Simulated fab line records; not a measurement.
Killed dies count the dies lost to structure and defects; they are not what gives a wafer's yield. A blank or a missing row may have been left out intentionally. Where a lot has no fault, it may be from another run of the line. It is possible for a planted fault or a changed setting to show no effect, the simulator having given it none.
Matching of chambers | flow berkeleyCmos170 | 4 sister chambers for UCB170_V1_CMP_02 on cmp-01
The step polishes SiO2. 8 wafers are shown with their chamber, then 8 later ones without.

WAFERS, EACH WITH ITS CHAMBER
wafer  | chamber | motorCurrentA (A) | edgeZonePressureFrac
L560.3 | 3       | 16.1              | 0.992
L563.1 | 3       | 15.6              | 1.000
L563.4 | 1       | 15.6              | 1.000
L564.2 | 1       | 16.8              | 1.001
L567.2 | 2       | 14.2              | 0.998
L567.3 | 0       | 14.3              | 0.994
L567.6 | 0       | 15.1              | 1.003
L569.2 | 2       | 14.3              | 0.999

WAFERS WHOSE CHAMBER IS MISSING
wafer  | motorCurrentA (A) | edgeZonePressureFrac
L569.4 | 15.2              | 1.003
L569.5 | 15.6              | 1.010
L570.1 | 16.3              | 0.991
L570.4 | 14.1              | 1.005
L570.5 | 15.1              | 1.001
L583.2 | 15.7              | 0.987
L583.4 | 14.7              | 1.003
L583.6 | 16.4              | 0.999

WHICH CHAMBER EACH WENT THROUGH
wafer  | from the rows above               | in truth
L569.4 | can't be placed: 0 or 1 or 3 or 2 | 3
L569.5 | can't be placed: 1 or 0 or 3 or 2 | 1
L570.1 | can't be placed: 3 or 1           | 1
L570.4 | can't be placed: 2 or 0           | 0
L570.5 | can't be placed: 0 or 2 or 3 or 1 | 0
L583.2 | can't be placed: 3 or 0 or 1 or 2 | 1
L583.4 | can't be placed: 0 or 2 or 3 or 1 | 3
L583.6 | can't be placed: 1 or 3           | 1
0 of 8 placed correctly. From these rows, 8 cannot be placed; in 8 the true chamber is one of the candidates. Number placed wrongly: 0.
How it was worked out, from the rows above alone: a wafer's distance from a chamber is the root of the sum, over the readings, of the square of ((its reading less the chamber's mean) divided by the reading's scatter). The wafer belongs to the nearest chamber; if the next one is less than 2 further off, it can't be placed. Each chamber's mean is taken over the wafers shown for it. How the scatter is found: for the shown wafers, subtract from each reading the mean of its chamber, square and add these, divide the total by (wafers less chambers), then take the root.
